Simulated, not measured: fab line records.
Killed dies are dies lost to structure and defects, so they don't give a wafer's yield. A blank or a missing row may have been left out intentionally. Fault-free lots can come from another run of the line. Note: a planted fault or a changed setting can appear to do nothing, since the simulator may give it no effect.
Problem report, 8D (eight disciplines) form, completed by code || flow ritCmos || the parts of the form that need people (team, actions taken, sign-off) are left out

1. PROBLEM STATEMENT
Mean NWELL_TW at RIT_NWELL_TW_MEAS_10: 2248 over 6 wafers in 2 lots; fault-free wafers: 2148, standard deviation 14. That puts it +7.2 standard deviations away from the usual mean.
First observed at day 5 13:00: wafer L694.3, on filmMetro-04. At this step, 42 wafers from 14 lots have a number in the record. The rule behind "out" and "out of limits": a value lying over 4 standard deviations away from the usual mean. The other wafers with a number count as sound.

2. WHAT THIS IS AND IS NOT
{"question": "which readings at this step", "is": "NWELL_TW", "is not": "-"}
{"question": "which lots", "is": "L694, L695", "is not": "L677, L678, L680, L681, L682, L683, L684, L686, L690, L698, L699, L700"}
{"question": "which wafers of those lots", "is": "all that have a number", "is not": "-"}
{"question": "read on which gauges", "is": "filmMetro-02, filmMetro-04", "is not": "filmMetro-03"}
{"question": "when", "is": "from day 5 13:00", "is not": "up to then (27 sound wafers); but 9 sound wafers of L698, L699, L700 came after"}

3. WHAT RULES OUT EACH SUSPECT
Counting: a tool stays on the suspect list if, at a process step up to the reading, it processed all lots that are out and no sound lot following the first of them.
- the gauge at RIT_NWELL_TW_MEAS_10 has been ruled out. The wafers that are out were read on 2 gauges (filmMetro-02, filmMetro-04).
- implanter-01 at RIT_NWELL_IMPLANT_08: kept. All lots that are out passed through it, beginning with L694 at day 5 12:43, and no sound lot followed; its final sound lot before that point was L686 at day 3 18:47. On those wafers its own readings are out: doseIonsCm2, faradayCurrentUA.
After counting, what remains is implanter-01 at RIT_NWELL_IMPLANT_08.

4. THE CAUSE (what the simulator had put in)
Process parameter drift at RIT_NWELL_IMPLANT_08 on implanter-01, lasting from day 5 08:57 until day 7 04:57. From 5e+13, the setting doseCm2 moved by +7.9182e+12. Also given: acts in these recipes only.
This tool alone remained once counting was done.

5. THE EFFECT CHAIN, in route order
Rows list readings where the struck wafers' mean (over those with a number) sits beyond 3 standard deviations from the usual. Readings are gone through only where the record gives a usual standard deviation; hours: the median, over the lots, of the time from a lot's start at the first step in this table giving one to that lot's start at this step; sigmas: the change measured in usual standard deviations.
{"hours": 0, "step": "RIT_NWELL_IMPLANT_08", "reading": "doseIonsCm2", "usual": 4.999e+13, "on struck wafers": 5.796e+13, "change": "+7.970e+12", "sigmas": "+99 or more"}
{"hours": 0, "step": "RIT_NWELL_IMPLANT_08", "reading": "faradayCurrentUA", "usual": 158.7, "on struck wafers": 185.6, "change": "+26.9", "sigmas": "+9.3"}
{"hours": 0, "step": "RIT_NWELL_TW_MEAS_10", "reading": "NWELL_TW", "usual": 2148, "on struck wafers": 2248, "change": "+100", "sigmas": "+7.2"}
{"hours": 15, "step": "RIT_WELLDRIVE_RS_MEAS_01", "reading": "NWELL_RS", "usual": "275.6 ohm/sq", "on struck wafers": 252.9, "change": -22.7, "sigmas": -34}
The process steps in it:
- RIT_NWELL_IMPLANT_08

6. WHAT WOULD HAVE CAUGHT IT SOONER
The first out-of-limits reading at a measuring or inspecting step in this record came at day 5 13:00, 4 hours after the fault's start at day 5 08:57.
The tool's own readings at RIT_NWELL_IMPLANT_08 were out on every struck wafer that the step has a row for (doseIonsCm2, faradayCurrentUA): an alarm limit on them would have fired on the first of those.
Among the 2 lots that are out, L695 began RIT_NWELL_IMPLANT_08 on implanter-01 after day 5 13:00. Holding the tool at that time would have saved it.
